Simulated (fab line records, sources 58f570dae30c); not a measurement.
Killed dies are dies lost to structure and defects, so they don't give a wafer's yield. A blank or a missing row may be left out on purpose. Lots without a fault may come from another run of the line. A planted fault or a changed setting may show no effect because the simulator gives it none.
One fault seen from 2 desks | flow berkeley_cmos170 | each desk has only its own numbers; what lay behind them comes last

THE TOOL OWNER'S DESK: rie_diel-01
The tool's own readings at UCB170_M1_ETCH_11 (etches BARC in N2/H2): means of the sampled wafers that have a number, for each lot that ran on this tool. A lot is out of limits, marked OUT, if its mean lies more than 4 standard deviations from the usual mean; the brackets give that distance.
Columns: A = drypump_motor_current_A at UCB170_M1_ETCH_11, usual 5.4 A; B = oes_product_au at UCB170_M1_ETCH_11, usual 1.010 a.u.; C = throttle_valve_pct at UCB170_M1_ETCH_11, usual 13.26 %
lot  | first seen here | A   | B     | C
L820 | day 8 18:49     | 5.4 | 1.010 | 13.24
L821 | day 9 03:26     | 5.5 | 1.003 | 13.19
L831 | day 11 01:21    | 5.1 | 0.992 | 13.50
L826 | day 11 02:04    | 5.3 | 0.993 | 13.33
L833 | day 11 03:52    | 5.5 | 1.005 | 13.11
L836 | day 11 22:28    | 5.3 | 1.004 | 13.35
L837 | day 12 07:07    | 5.4 | 1.009 | 13.24
This desk's finding: nothing out of limits on any of the 7 lots.

THE METROLOGY DESK
What the gauges read, lot by lot, whatever tool the lot ran on: means of the sampled wafers that have a number. A lot is out of limits, marked OUT, if its mean lies more than 4 standard deviations from the usual mean; the brackets give that distance.
Columns: A = M2_AL_RS at UCB170_M2_RS_MEAS_02, usual 0.0323 ohm/sq; B = M2_OVL at UCB170_M2_OVL_MEAS_16, usual 1 nm
lot  | first seen here | A      | B
L818 | day 8 11:22     | 0.0326 | 4
L820 | day 8 23:09     | 0.0326 | 1
L823 | day 9 07:37     | 0.0325 | -6
L821 | day 9 10:19     | 0.0332 | -1
L824 | day 10 08:33    | 0.0321 | 3
L826 | day 11 09:29    | 0.0326 | 5
L828 | day 11 09:36    | 0.0330 | -10
L831 | day 11 09:45    | 0.0320 | 0
L827 | day 11 10:41    | 0.0321 | 3
L833 | day 11 10:58    | 0.0323 | 0
L836 | day 12 04:55    | 0.0325 | 1
L834 | day 12 05:01    | 0.0324 | -5
L835 | day 12 05:16    | 0.0323 | -6
L837 | day 12 11:32    | 0.0326 | 3
L840 | day 13 06:02    | 0.0317 | 1
This desk's finding: nothing out of limits on any of the 15 lots.

PUT TOGETHER
The tool owner's desk saw nothing out of limits.
The metrology desk saw nothing out of limits.

WHAT THE SIMULATOR HAD PUT IN
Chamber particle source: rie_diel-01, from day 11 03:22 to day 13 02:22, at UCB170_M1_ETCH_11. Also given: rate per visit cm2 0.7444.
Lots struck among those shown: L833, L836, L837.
